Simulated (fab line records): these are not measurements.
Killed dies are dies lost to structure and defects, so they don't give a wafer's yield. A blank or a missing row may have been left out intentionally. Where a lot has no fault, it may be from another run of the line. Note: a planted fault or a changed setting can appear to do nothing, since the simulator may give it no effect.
Which of the tools did it?    flow rit-cmos    14 lots with 42 wafers sampled at 7 steps, on a route of 202 steps

## WHAT THE GAUGES SHOWED, per wafer
RIT_NWELL_OVL_MEAS_06.
lot   measured     on          NWELL_OVL (nm)
L639  day 2 03:33  overlay-01  0.7 0.7 1.4
L640  day 2 06:56  overlay-02  0.3 0.3 -1.3
L641  day 2 14:03  overlay-01  2.5 1.4 0.8
L643  day 2 23:58  overlay-01  0.7 -1.0 -0.5
L644  day 3 04:04  overlay-02  0.3 1.1 0.8
L645  day 3 09:44  overlay-01  -0.1 0.7 0.7
L647  day 3 20:16  overlay-02  2.4 1.0 2.6
L653  day 5 00:14  overlay-01  -0.9 -1.4 0.1
L656  day 5 18:32  overlay-02  -0.2 0.6 0.4
L658  day 6 06:52  overlay-01  2.0 3.5 1.0
L657  day 6 07:07  overlay-01  2.0 1.8 1.2
L659  day 6 12:01  overlay-02  0.2 -0.3 0.4
L661  day 7 00:13  overlay-02  0.7 -0.1 0.3
L660  day 7 00:27  overlay-01  3.0 3.7 2.2

RIT_PWELL_TW_MEAS_10.
lot   measured     on             PWELL_TW
L639  day 2 05:43  film-metro-03  967 968 971
L640  day 2 09:13  film-metro-04  946 948 944
L641  day 2 16:25  film-metro-02  950 954 952
L643  day 3 02:20  film-metro-04  937 942 943
L644  day 3 06:22  film-metro-04  942 943 943
L645  day 3 12:02  film-metro-02  951 953 958
L647  day 3 22:37  film-metro-04  948 946 949
L653  day 5 02:25  film-metro-04  947 950 948
L656  day 5 20:49  film-metro-02  30 30 30
L658  day 6 09:10  film-metro-04  943 941 943
L657  day 6 09:24  film-metro-02  30 30 30
L659  day 6 14:34  film-metro-02  953 954 956
L661  day 7 02:31  film-metro-04  949 955 950
L660  day 7 02:44  film-metro-02  955 957 955

RIT_NRETRO_OVL_MEAS_06.
lot   measured     on          NRETRO_OVL (nm)
L639  day 2 12:06  overlay-01  0.6 0.6 0.9
L640  day 2 15:56  overlay-01  -2.4 -1.8 -2.0
L641  day 2 23:43  overlay-02  -2.0 -3.0 -3.9
L643  day 3 08:43  overlay-01  -2.0 -1.9 -1.3
L644  day 3 12:58  overlay-02  -0.9 0.5 -1.8
L645  day 3 18:52  overlay-02  -2.4 -2.8 -2.7
L647  day 4 05:38  overlay-01  -0.9 -2.6 -0.7
L653  day 5 09:36  overlay-01  -4.0 -2.5 -3.0
L656  day 6 07:25  overlay-02  -0.8 0.2 -0.7
L658  day 6 15:33  overlay-02  -1.5 -1.2 -1.0
L657  day 6 16:16  overlay-02  0.8 -1.1 -0.5
L659  day 6 23:52  overlay-01  -3.4 -4.3 -2.3
L661  day 7 09:46  overlay-02  -2.9 -1.8 -1.5
L660  day 7 10:00  overlay-01  -0.4 -1.1 -1.3

RIT_NRETRO_TW_MEAS_10.
lot   measured     on             NRETRO_TW
L639  day 2 12:43  film-metro-04  1048 1049 1054
L640  day 2 16:33  film-metro-04  1050 1050 1058
L641  day 3 00:20  film-metro-01  1053 1050 1046
L643  day 3 09:20  film-metro-01  1049 1051 1047
L644  day 3 13:35  film-metro-04  1039 1045 1043
L645  day 3 19:29  film-metro-01  1042 1045 1052
L647  day 4 06:15  film-metro-01  1044 1045 1040
L653  day 5 10:13  film-metro-01  1053 1055 1052
L656  day 6 08:02  film-metro-01  30 30 30
L658  day 6 16:10  film-metro-01  1044 1042 1050
L657  day 6 16:53  film-metro-01  30 30 30
L659  day 7 00:29  film-metro-03  1071 1069 1064
L661  day 7 10:23  film-metro-01  1043 1041 1041
L660  day 7 10:37  film-metro-04  1048 1045 1053

RIT_PRETRO_TW_MEAS_10.
lot   measured     on             PRETRO_TW
L639  day 2 14:33  film-metro-01  470 472 472
L640  day 2 18:06  film-metro-01  475 474 472
L641  day 3 01:58  film-metro-03  479 479 479
L643  day 3 11:01  film-metro-02  474 479 476
L644  day 3 15:16  film-metro-01  473 475 475
L645  day 3 21:11  film-metro-01  474 473 474
L647  day 4 08:03  film-metro-02  477 476 477
L653  day 5 11:53  film-metro-02  479 476 477
L656  day 6 09:41  film-metro-01  30 30 30
L658  day 6 17:50  film-metro-03  483 485 483
L657  day 6 18:26  film-metro-02  30 30 30
L659  day 7 02:10  film-metro-03  484 485 483
L661  day 7 12:13  film-metro-01  472 472 475
L660  day 7 12:20  film-metro-03  483 484 482

## TOOL THAT RAN EACH LOT (tool first, then ch and the chambers of the sampled wafers, then the start)
lot   RIT_NWELL_STRIP_09                   RIT_PWELL_STRIP_09
L639  plasma-asher-03 ch 0,1, day 2 03:59  plasma-asher-01 ch 0,1, day 2 05:32
L640  plasma-asher-04 ch 1, day 2 07:22    plasma-asher-01 ch 0,1, day 2 09:02
L641  plasma-asher-04 ch 0,1, day 2 14:29  plasma-asher-02 ch 0,1, day 2 16:15
L643  plasma-asher-04 ch 0,1, day 3 00:24  plasma-asher-01 ch 0,1, day 3 02:10
L644  plasma-asher-02 ch 0,1, day 3 04:31  plasma-asher-02 ch 0,1, day 3 06:11
L645  plasma-asher-04 ch 0,1, day 3 10:10  plasma-asher-03 ch 0,1, day 3 11:51
L647  plasma-asher-04 ch 0,1, day 3 20:45  plasma-asher-03 ch 0,1, day 3 22:29
L653  plasma-asher-03 ch 0,1, day 5 00:41  plasma-asher-03 ch 0,1, day 5 02:14
L656  plasma-asher-04 ch 0,1, day 5 18:58  plasma-asher-01 ch 0,1, day 5 20:39
L658  plasma-asher-02 ch 0,1, day 6 07:21  plasma-asher-02 ch 0,1, day 6 09:02
L657  plasma-asher-04 ch 0,1, day 6 07:32  plasma-asher-01 ch 0,1, day 6 09:13
L659  plasma-asher-04 ch 0,1, day 6 12:42  plasma-asher-01 ch 0,1, day 6 14:22
L661  plasma-asher-04 ch 0,1, day 7 00:39  plasma-asher-03 ch 0,1, day 7 02:19
L660  plasma-asher-03 ch 0,1, day 7 00:53  plasma-asher-02 ch 0,1, day 7 02:34
- RIT_NWELL_STRIP_09: strips in O2, time 180 s.
- RIT_PWELL_STRIP_09: strips in O2, time 180 s.

## AS READ BY THE TOOLS THEMSELVES (means over the sampled wafers that have a number; for cases with no such wafer, the mark the record gives instead)
RIT_NWELL_STRIP_09.
lot   tool             chamber-pressure-mTorr (mTorr)  drypump-motor-current-A (A)
L639  plasma-asher-03  4002                            5.4
L640  plasma-asher-04  3999                            5.9
L641  plasma-asher-04  3998                            5.5
L643  plasma-asher-04  4000                            5.7
L644  plasma-asher-02  4002                            6.1
L645  plasma-asher-04  4000                            5.7
L647  plasma-asher-04  4001                            5.7
L653  plasma-asher-03  4000                            5.5
L656  plasma-asher-04  -                               -
L658  plasma-asher-02  3998                            6.1
L657  plasma-asher-04  -                               -
L659  plasma-asher-04  3997                            5.7
L661  plasma-asher-04  3998                            5.5
L660  plasma-asher-03  3995                            5.5

RIT_PWELL_STRIP_09.
lot   tool             chamber-pressure-mTorr (mTorr)  drypump-motor-current-A (A)
L639  plasma-asher-01  4002                            5.2
L640  plasma-asher-01  3999                            5.2
L641  plasma-asher-02  4000                            6.1
L643  plasma-asher-01  4000                            5.0
L644  plasma-asher-02  4002                            6.1
L645  plasma-asher-03  3997                            5.6
L647  plasma-asher-03  4002                            5.4
L653  plasma-asher-03  4000                            5.6
L656  plasma-asher-01  3998                            5.2
L658  plasma-asher-02  4001                            6.1
L657  plasma-asher-01  3997                            5.2
L659  plasma-asher-01  4002                            5.2
L661  plasma-asher-03  3997                            5.6
L660  plasma-asher-02  3998                            6.1

## THE ANSWER, worked out from the rows above alone
Rule: what is usual is taken from the lots themselves. Put in order of their means at a reading, lots are off if they are a third of the lots or fewer, leave a main group of 4 or more, and stand apart from it by a gap of 3 or more times the standard deviation of the main group's means; of several such gaps the widest counts. The tables above print the reading to a certain number of digits; a main group whose means all agree to those digits is not used. Also off: a lot with no number at a reading for which 4 or more lots have one. All remaining lots with rows at the step are treated as sound. Order of review: gauges by route order, followed by the tools' own readings, for which a lot's mean as printed above is used. At the first step where some lot is off, the reading lying furthest off is the one used; lots without a number count as furthest.
Off: at RIT_PWELL_TW_MEAS_10 (PWELL_TW), L656, L657. The main group: mean 950, standard deviation 7.3.
If a tool, at a process step before that reading, ran all the lots that are off and no sound lot after the first of them, it fits. Not tried: the gauges at RIT_PWELL_TW_MEAS_10; whatever is off there is also off at RIT_NRETRO_TW_MEAS_10, on other tools, and gauge error can't account for it. No candidate that was tried fits.

## WHAT HAD BEEN PUT IN BY THE SIMULATOR
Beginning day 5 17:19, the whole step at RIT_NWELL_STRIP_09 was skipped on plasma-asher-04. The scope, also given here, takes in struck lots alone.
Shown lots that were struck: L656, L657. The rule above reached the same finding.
